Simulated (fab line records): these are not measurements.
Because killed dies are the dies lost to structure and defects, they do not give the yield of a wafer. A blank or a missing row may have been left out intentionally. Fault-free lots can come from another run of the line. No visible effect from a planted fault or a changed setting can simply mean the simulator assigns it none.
One fault seen from 2 desks ; flow ritCmos ; each desk holds nothing but its own numbers, with what lay behind them at the end

## FROM THE METROLOGY DESK
What the gauges read, lot by lot, whatever tool the lot ran on: means of the sampled wafers that have a number. If a lot's mean is further than 4 standard deviations from the usual mean, the lot is out of limits and carries the mark OUT (the distance appears in the brackets). Shown here are 7 of its 12 readings, the ones lying furthest out on some lot.
Columns: A = SILICIDE_TI_THK at RIT_SILICIDE_THK_MEAS_03, usual 30.1 nm; B = cdNm at RIT_CONTACT_CD_MEAS_08, usual 1000.5 nm; C = CONTACT_OVL at RIT_CONTACT_OVL_MEAS_09, usual 0.4 nm; D = cdNm at RIT_CONTACT_CD_MEAS_90, usual 1000.6 nm; E = cdNm at RIT_M1_CD_MEAS_09, usual 2600.0 nm; F = M1_OVL at RIT_M1_OVL_MEAS_10, usual 0.5 nm; G = cdNm at RIT_M1_CD_MEAS_90, usual 2599.7 nm
lot;first seen here;A;B;C;D;E;F;G
L305;day 3 03:35;30.4;999.4;-0.2;999.8;2601.6;0.7;2602.4
L325;day 7 06:31;29.7;1004.2;4.5;1004.1;2597.2;0.2;2596.5
L327;day 7 17:05;30.6;999.7;1.2;1000.2;2596.7;2.3;2595.8
L328;day 7 21:50;30.4;999.8;0.0;999.6;2598.7;1.0;2597.4
L320;day 11 05:46;29.9;999.3;2.2;999.6;2600.3;2.7;2599.9
Result from this desk: across the 5 lots, nothing is out of limits.

## THE TOOL OWNER'S DESK: lithoTrack-02
The tool's own readings at RIT_CONTACT_DEVELOP_07 (develop time 120 s): means of the sampled wafers that have a number, for each lot that ran on this tool. If a lot's mean is further than 4 standard deviations from the usual mean, the lot is out of limits and carries the mark OUT (the distance appears in the brackets).
Columns: A = developerTempC at RIT_CONTACT_DEVELOP_07, usual 23.01 C
lot;first seen here;A
L305;day 3 04:00;22.95
L320;day 11 07:00;23.06
Result from this desk: across the 2 lots, nothing is out of limits.

## PUT TOGETHER
Metrology desk: nothing out of limits seen.
The tool owner's desk saw nothing out of limits.

## WHAT THE SIMULATOR HAD PUT IN
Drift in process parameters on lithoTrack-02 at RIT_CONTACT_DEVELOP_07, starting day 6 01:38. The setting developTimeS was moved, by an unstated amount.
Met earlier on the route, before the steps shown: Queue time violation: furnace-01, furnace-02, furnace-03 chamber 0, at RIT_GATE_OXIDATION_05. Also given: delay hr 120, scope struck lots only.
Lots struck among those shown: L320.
